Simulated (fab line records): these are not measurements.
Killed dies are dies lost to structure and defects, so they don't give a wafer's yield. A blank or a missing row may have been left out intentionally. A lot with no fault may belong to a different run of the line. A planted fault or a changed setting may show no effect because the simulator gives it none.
fab line records	flow berkeley_cmos170
record: lots: 5	wafers: 23
route steps=331 shown M2@276 M3@314
start_h: hours from the record's first day to the start of the lot's first wafer shown	wait_h: hours elapsed since this lot's preceding step	" same as the row above	L1.1+2: a row that stands for several wafers	- no value, or no start given	* or withheld: withheld	< > ~ a bound
route shown NAME@n: names a module that has steps shown in the file, with the first one's number in the route	usual: mean and standard deviation over wafers with no fault	same: alike in all rows	chamber/n: place in a boat	sites: readings site by site	_std_site: standard deviation of those values	_edge_site: inner sites' mean taken away from outer sites' mean	radius_mm: how far each site lies from the wafer's centre	mask NAME#n: copy n	behind: the most recent tool/chamber to have shaped the wafer	hold: why the lot was held/for how many hours/how that ended	device: whichever transistor did not switch (one of n, p or np)	end of line: the route-end tests of the same wafers	for a step that has no rows: nothing shown but its recipe	killed: the dies lost at the first sort to structure and to defects; this is not the yield of the wafer	map: the dies of a wafer, with x for killed, . for not killed, _ for no die there
set.NAME: the setting the step ran with; set.NAME@STEP: the setting that earlier step ran with	model.NAME: the simulator's own value behind a step, which no gauge read
lots where settings were altered on purpose, with a table for each step and a row for each wafer
== steps ==
step: UCB170_M2_COAT_05
recipe: resist: KrF	spin_rpm: 1500	resist_thk_nm: 900
lot.wafer	tool	chamber	start_h	wait_h	set.spin_rpm	model.KrF_of_M2_COAT_05.thk_nm
L074.1	litho_track-01	0	156.60	0.1	1500	899.1
L074.3	"	0	"	"	1500	898.4
L074.4	"	0	"	"	1500	896.4
L074.5	"	0	"	"	1500	901.4
L074.6	"	0	"	"	1500	901.9
L077.1	litho_track-04	0	180.30	0.1	1500	903.1
L077.2	"	0	"	"	1500	903.8
L077.3	"	0	"	"	1442	923
L077.4	"	0	"	"	1442	921.6
L077.6	"	0	"	"	1442	919
L080.1	litho_track-04	0	191.42	0.1	1500	905.2
L080.3	"	0	"	"	1500	904
L080.4	"	0	"	"	1543	890.4
L080.5	"	0	"	"	1543	889.5
L080.6	"	0	"	"	1500	903
L085.2	litho_track-01	0	209.45	0.1	1500	902.6
L085.3	"	0	"	"	1500	902.2
L085.5	"	0	"	"	1500	900.1
L083.1	litho_track-03	0	209.64	0.1	1500	902.9
L083.3	"	0	"	"	1458	916.6
L083.4	"	0	"	"	1500	903.5
L083.5	"	0	"	"	1458	914
L083.6	"	0	"	"	1500	901.8
step: UCB170_M2_SOFTBAKE_06
recipe: resist: KrF	temp_c: 130	time_s: 60
step: UCB170_M2_STRIP_07
recipe: chemistry: O2	power_w: 400	pressure_mtorr: 3500	platen_temp_c: withheld	o2_flow_sccm: 400	overash_fraction: 0.5
usual: strip_time_to_endpoint_s: 22.00/0.072
lot.wafer	tool	chamber	start_h	wait_h	set.spin_rpm@M2_COAT_05	strip_time_to_endpoint_s
L074.1	plasma_asher-04	1	156.90	0.1	1500	21.94
L074.3	"	0	"	"	1500	21.92
L074.4	"	1	"	"	1500	21.89
L074.5	"	0	"	"	1500	22.00
L074.6	"	1	"	"	1500	22.01
L077.1	plasma_asher-03	0	180.60	0.1	1500	22.03
L077.2	"	1	"	"	1500	22.06
L077.3	"	1	"	"	1442	22.54
L077.4	"	0	"	"	1442	22.49
L077.6	"	0	"	"	1442	22.43
L080.1	plasma_asher-04	0	191.72	0.1	1500	22.09
L080.3	"	0	"	"	1500	22.06
L080.4	"	1	"	"	1543	21.74
L080.5	"	1	"	"	1543	21.72
L080.6	"	0	"	"	1500	22.04
L085.2	plasma_asher-03	1	209.72	0.1	1500	22.03
L085.3	"	1	"	"	1500	22.03
L085.5	"	0	"	"	1500	21.97
L083.1	plasma_asher-03	0	209.94	0.1	1500	22.04
L083.3	"	0	"	"	1458	22.36
L083.4	"	1	"	"	1500	22.04
L083.5	"	0	"	"	1458	22.29
L083.6	"	1	"	"	1500	22.01
step: UCB170_M3_COAT_05
recipe: resist: KrF	spin_rpm: 1500	resist_thk_nm: 900
lot.wafer	tool	chamber	start_h	wait_h	set.resist_thk_nm	model.KrF_of_M3_COAT_05.thk_nm
L074.1	litho_track-01	0	163.44	0.1	929.8	933.9
L074.3	"	0	"	"	929.8	934.1
L074.4	"	0	"	"	900	906
L074.5+6	"	0	"	"	900	904.6
L077.1	litho_track-01	0	187.02	0.1	900	905.1
L077.2	"	0	"	"	951.6	956.1
L077.3	"	0	"	"	900	903
L077.4	"	0	"	"	951.6	957.3
L077.6	"	0	"	"	951.6	954.4
L080.1	litho_track-01	0	198.35	0.1	900	898.6
L080.3	"	0	"	"	900	897.6
L080.4	"	0	"	"	900	899.4
L080.5	"	0	"	"	916.2	917.2
L080.6	"	0	"	"	916.2	916.8
L085.2	litho_track-04	0	215.31	0.1	900	904.7
L085.3	"	0	"	"	900	904.6
L085.5	"	0	"	"	900	903.1
L083.1	litho_track-02	0	215.68	0.1	900	899.5
L083.3+4	"	0	"	"	939.8	941.4
L083.5	"	0	"	"	900	901
L083.6	"	0	"	"	900	901.7
step: UCB170_M3_SOFTBAKE_06
recipe: resist: KrF	temp_c: 130	time_s: 60
step: UCB170_M3_STRIP_07
recipe: chemistry: O2	power_w: 400	pressure_mtorr: 3500	platen_temp_c: withheld	o2_flow_sccm: 400	overash_fraction: 0.5
usual: strip_time_to_endpoint_s: 22.01/0.056
lot.wafer	tool	chamber	start_h	wait_h	set.resist_thk_nm@M3_COAT_05	strip_time_to_endpoint_s
L074.1	plasma_asher-03	0	163.74	0.1	929.8	22.78
L074.3	"	0	"	"	929.8	22.78
L074.4	"	1	"	"	900	22.10
L074.5	"	1	"	"	900	22.07
L074.6	"	0	"	"	900	22.07
L077.1	plasma_asher-01	1	187.32	0.1	900	22.09
L077.2	"	0	"	"	951.6	23.29
L077.3	"	0	"	"	900	22.01
L077.4	"	1	"	"	951.6	23.33
L077.6	"	1	"	"	951.6	23.27
L080.1	plasma_asher-01	0	198.65	0.1	900	21.92
L080.3	"	1	"	"	900	21.90
L080.4	"	0	"	"	900	21.94
L080.5	"	0	"	"	916.2	22.39
L080.6	"	1	"	"	916.2	22.36
L085.2	plasma_asher-03	0	215.58	0.1	900	22.07
L085.3	"	0	"	"	900	22.06
L085.5	"	0	"	"	900	22.04
L083.1	plasma_asher-02	0	215.98	0.1	900	21.96
L083.3	"	1	"	"	939.8	22.96
L083.4	"	0	"	"	939.8	22.95
L083.5	"	0	"	"	900	21.98
L083.6	"	1	"	"	900	22.01
step: UCB170_M3_PEB_13
recipe: peb_temp_c: 130	peb_time_s: withheld	resist: KrF
lot.wafer	tool	chamber	start_h	wait_h	set.peb_temp_c
L074.1+5	litho_track-04	0	164.60	0.1	130
L074.3+4+6	"	0	"	"	127.7
L077.1+2+4	litho_track-04	0	189.27	0.6	130
L077.3+6	"	0	"	"	131.5
L080.1+5	litho_track-04	0	200.73	0.5	130
L080.3+4+6	"	0	"	"	131.3
L085.2+3+5	litho_track-04	0	217.58	0.7	130
L083.1+3+4+5+6	litho_track-02	0	218.33	0.5	130
step: UCB170_M3_DEVELOP_14
recipe: developer: TMAH	develop_time_s: 45	resist: KrF	dev_temp_c: 21
step: UCB170_M3_CD_MEAS_15
recipe: target_cd_nm: 700
usual: cd_nm: 700.2/1.7
lot.wafer	tool	chamber	start_h	wait_h	set.peb_temp_c@M3_PEB_13	cd_nm
L074.1	cd_sem-01	-	164.87	-	130	698.9
L074.3	"	-	"	"	127.7	716.1
L074.4	"	-	"	"	127.7	714.7
L074.5	"	-	"	"	130	699.3
L074.6	"	-	"	"	127.7	716.3
L077.1	cd_sem-01	-	189.54	-	130	698.8
L077.2	"	-	"	"	130	697.7
L077.3	"	-	"	"	131.5	688.3
L077.4	"	-	"	"	130	698.1
L077.6	"	-	"	"	131.5	689.3
L080.1	cd_sem-02	-	201.06	-	130	698.1
L080.3	"	-	"	"	131.3	690.4
L080.4	"	-	"	"	131.3	688.8
L080.5	"	-	"	"	130	698.8
L080.6	"	-	"	"	131.3	691.4
L085.2	cd_sem-02	-	217.85	-	130	701.0
L085.3	"	-	"	"	130	700.8
L085.5	"	-	"	"	130	702.0
L083.1	cd_sem-02	-	218.61	-	130	701.7
L083.3	"	-	"	"	130	699.7
L083.4	"	-	"	"	130	699.9
L083.5	"	-	"	"	130	700.3
L083.6	"	-	"	"	130	700.3
step: UCB170_M3_ETCH_17
recipe: chemistry: N2/H2	target_depth_a: withheld	overetch_a: withheld	target: BARC	time_s: withheld	source_w: 500	bias_w: 100	pressure_mtorr: 30	n2_flow_sccm: 100	h2_flow_sccm: 200
lot.wafer	tool	chamber	start_h	wait_h	set.peb_temp_c@M3_PEB_13	model.M3.cd_nm
L074.1	rie_diel-02	0	165.03	0.0	130	700
L074.3	"	3	"	"	127.7	716
L074.4	"	2	"	"	127.7	714.5
L074.5	"	3	"	"	130	698.2
L074.6	"	0	"	"	127.7	716.9
L077.1	rie_diel-02	3	189.70	0.0	130	697.2
L077.2	"	0	"	"	130	698.3
L077.3	"	1	"	"	131.5	689.6
L077.4	"	2	"	"	130	696.4
L077.6	"	0	"	"	131.5	689.4
L080.1	rie_diel-02	1	201.22	0.0	130	698.6
L080.3	"	0	"	"	131.3	691.1
L080.4	"	3	"	"	131.3	688.1
L080.5	"	1	"	"	130	699.4
L080.6	"	0	"	"	131.3	691.5
L085.2	rie_diel-02	3	218.02	0.0	130	700.4
L085.3	"	2	"	"	130	699.7
L085.5	"	3	"	"	130	701
L083.1	rie_diel-01	1	218.76	0.0	130	701.5
L083.3	"	2	"	"	130	699.7
L083.4	"	2	"	"	130	699.3
L083.5	"	1	"	"	130	699.9
L083.6	"	3	"	"	130	700.4
step: UCB170_M3_METAL_ETCH_18
recipe: chemistry: Cl2/BCl3	target: Al	stop_on: SiO2	pressure_mtorr: 12	target_depth_a: 11700	over_etch_frac: 0.3113	time_s: 195	icp_w: 600	bias_w: 120	Cl2_flow_sccm: 90	bcl3_flow_sccm: 45
lot.wafer	tool	chamber	start_h	wait_h	set.peb_temp_c@M3_PEB_13	model.M3.cd_nm
L074.1	rie_metal-04	0	165.07	-	130	702.8
L074.3	"	0	"	"	127.7	720.4
L074.4	"	1	"	"	127.7	718.2
L074.5	"	1	"	"	130	701.8
L074.6	"	0	"	"	127.7	720.9
L077.1	rie_metal-04	0	189.74	-	130	704.3
L077.2	"	1	"	"	130	705.3
L077.3	"	1	"	"	131.5	693.8
L077.4	"	0	"	"	130	700.7
L077.6	"	1	"	"	131.5	694
L080.1	rie_metal-02	0	201.26	-	130	698.3
L080.3	"	1	"	"	131.3	683.1
L080.4	"	0	"	"	131.3	684.9
L080.5	"	1	"	"	130	691
L080.6	"	0	"	"	131.3	687.1
L085.2	rie_metal-02	0	218.06	-	130	701.8
L085.3	"	0	"	"	130	699.4
L085.5	"	1	"	"	130	699
L083.1	rie_metal-01	0	218.81	-	130	695.4
L083.3	"	1	"	"	130	697
L083.4	"	0	"	"	130	693.5
L083.5	"	1	"	"	130	695.5
L083.6	"	0	"	"	130	698.5
step: UCB170_M3_STRIP_19
recipe: chemistry: O2	power_w: 400	pressure_mtorr: 3500	platen_temp_c: withheld	o2_flow_sccm: 400	overash_fraction: 0.5
step: UCB170_M3_CD_MEAS_90
recipe: target_cd_nm: 700
usual: cd_nm: 701/5.3
lot.wafer	tool	chamber	start_h	wait_h	set.peb_temp_c@M3_PEB_13	cd_nm
L074.1	cd_sem-02	-	165.36	0.1	130	703
L074.3	"	-	"	"	127.7	720
L074.4	"	-	"	"	127.7	718
L074.5	"	-	"	"	130	702
L074.6	"	-	"	"	127.7	721
L077.1	cd_sem-02	-	190.07	0.1	130	704
L077.2	"	-	"	"	130	705
L077.3	"	-	"	"	131.5	694
L077.4	"	-	"	"	130	700
L077.6	"	-	"	"	131.5	694
L080.1	cd_sem-01	-	201.58	0.1	130	698
L080.3	"	-	"	"	131.3	683
L080.4	"	-	"	"	131.3	685
L080.5	"	-	"	"	130	691
L080.6	"	-	"	"	131.3	687
L085.2	cd_sem-01	-	218.37	0.1	130	702
L085.3	"	-	"	"	130	699
L085.5	"	-	"	"	130	699
L083.1	cd_sem-02	-	219.09	0.1	130	695
L083.3	"	-	"	"	130	697
L083.4	"	-	"	"	130	693
L083.5	"	-	"	"	130	696
L083.6	"	-	"	"	130	698
== key ==
split: step: UCB170_M2_COAT_05	setting: spin_rpm	stated: 1500	by: wafer
response: step: UCB170_M2_COAT_05	reading: model.KrF_of_M2_COAT_05.thk_nm	change: -4.65	per: 1%	r: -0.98
response: step: UCB170_M2_STRIP_07	reading: strip_time_to_endpoint_s	change: *	per: 1%	r: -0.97
split: step: UCB170_M3_COAT_05	setting: resist_thk_nm	stated: 900	by: wafer
response: step: UCB170_M3_COAT_05	reading: model.KrF_of_M3_COAT_05.thk_nm	change: +9.1	per: 1%	r: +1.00
response: step: UCB170_M3_STRIP_07	reading: strip_time_to_endpoint_s	change: *	per: 1%	r: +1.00
split: step: UCB170_M3_PEB_13	setting: peb_temp_c	stated: 130	by: wafer
response: step: UCB170_M3_CD_MEAS_15	reading: cd_nm	change: -8.86	per: 1%	r: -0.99
response: step: UCB170_M3_ETCH_17	reading: model.M3.cd_nm	change: -8.68	per: 1%	r: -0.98
response: step: UCB170_M3_METAL_ETCH_18	reading: model.M3.cd_nm	change: -9.44	per: 1%	r: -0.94
response: step: UCB170_M3_CD_MEAS_90	reading: cd_nm	change: -9.37	per: 1%	r: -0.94
